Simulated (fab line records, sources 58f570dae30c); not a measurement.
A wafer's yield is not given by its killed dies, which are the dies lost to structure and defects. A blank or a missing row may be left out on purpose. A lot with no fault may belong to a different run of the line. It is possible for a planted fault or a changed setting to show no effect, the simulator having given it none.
Problem report, 8D (eight disciplines) form, completed by code ; flow berkeley-cmos170 ; the parts of the form that need people (team, actions taken, sign-off) are left out

== 1. THE ISSUE ==
SILICIDE_TI_RS at UCB170_SILICIDE_RS_MEAS_02 reads a mean of 46.8 ohm/sq on 1 wafer of 1 lot; wafers without a fault read 25.3 ohm/sq with a standard deviation of 0.33. Measured from the usual mean, that is +65 standard deviations.
The step: measures by four-point-probe.
The first sign was on wafer L953.6 at day 10 11:47, on film-metro-04. At this step, 39 wafers from 13 lots have a number in the record. Rule for "out" (also "out of limits"): further than 4 standard deviations from the usual mean. All remaining wafers that have a number are taken as sound.

== 2. WHAT IT IS, WHAT IT ISN'T ==
question;is;is not
which readings at this step;SILICIDE_TI_RS;-
which lots;L953;L943, L944, L945, L947, L948, L949, L950, L960, L962, L964, L965, L966
which wafers of those lots;L953.6;L953.1, L953.2
read on which gauges;film-metro-04;film-metro-01, film-metro-03
when;from day 10 11:47;"up to then (23 sound wafers); but 15 sound wafers of L960, L962, L964, L965, L966 came after"

== 3. SUSPECTS, AND WHAT RULES EACH OUT ==
Counting: any tool at a process step up to the reading remains a suspect provided it ran every lot that is out. Sound lots after the first of them don't rule it out here, since some wafers of a struck lot are sound.
- the gauge at UCB170_SILICIDE_RS_MEAS_02: kept. All the wafers that are out were read on film-metro-04, and no step on other tools shows them out.
- plasma-asher-04 at UCB170_NLDD_STRIP_10 (strips in O2): kept. The lot that is out, L953, ran on it at day 9 19:07; the last sound lot it ran before that was L950, at day 9 02:46.
- rie-diel-02 at UCB170_SPACER_ETCHBACK_03 (etches SiO2 in CHF3/CF4/Ar, stops on Si, target depth 376 nm, time 100 s): kept. The lot that is out, L953, ran on it at day 10 01:55; the last sound lot it ran before that was L950, at day 9 06:49.
- pvd-sputter-03 at UCB170_SILICIDE_SPUTTER_01 (material Ti, target thk 30 nm, time 25 s): kept. The lot that is out, L953, ran on it at day 10 11:45; the last sound lot it ran before that was L950, at day 9 14:28.
- rie-diel-02, UCB170_SPACER_ETCHBACK_03: wafers that are out in chamber 0, sound lot-mates in chambers 1, 3.
Left after counting: plasma-asher-04 at UCB170_NLDD_STRIP_10, rie-diel-02 at UCB170_SPACER_ETCHBACK_03, pvd-sputter-03 at UCB170_SILICIDE_SPUTTER_01, film-metro-04 at UCB170_SILICIDE_RS_MEAS_02.

== 4. THE CAUSE (what the simulator had put in) ==
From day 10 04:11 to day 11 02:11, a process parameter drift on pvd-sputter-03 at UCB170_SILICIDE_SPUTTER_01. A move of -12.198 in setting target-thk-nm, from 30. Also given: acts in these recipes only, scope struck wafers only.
Of the 4 suspects that counting leaves, this tool is one.

== 5. THE CHAIN OF EFFECTS, in route order ==
One row per reading whose mean, taken over the struck wafers that have a number, lies over 3 standard deviations from the usual. Only readings whose record carries a usual standard deviation are examined. hours: median over the lots of the time between each lot's start at the first step of this table that gives one and its start at this step. sigmas: the change, counted in usual standard deviations.
hours;step;reading;usual;on struck wafers;change;sigmas
0;UCB170_SILICIDE_RS_MEAS_02;SILICIDE_TI_RS;25.3 ohm/sq;46.8;+21.5;+65
0;UCB170_SILICIDE_THK_MEAS_03;SILICIDE_TI_THK;31.2 nm;18.6;-12.6;-31

== 6. HOW IT WOULD HAVE BEEN CAUGHT EARLIER ==
8 hours passed between the start of the fault at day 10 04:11 and the first reading out of limits at a measuring or inspecting step in this record, taken at day 10 11:47.
An alarm limit of 4 standard deviations would not have fired on the tool readings at UCB170_SILICIDE_SPUTTER_01 for which the record gives a usual standard deviation, since none of them was out on any struck wafer.
All the lots that are out (1) had begun UCB170_SILICIDE_SPUTTER_01 on pvd-sputter-03 by day 10 11:47. A hold on the tool at that time would have spared none of them.
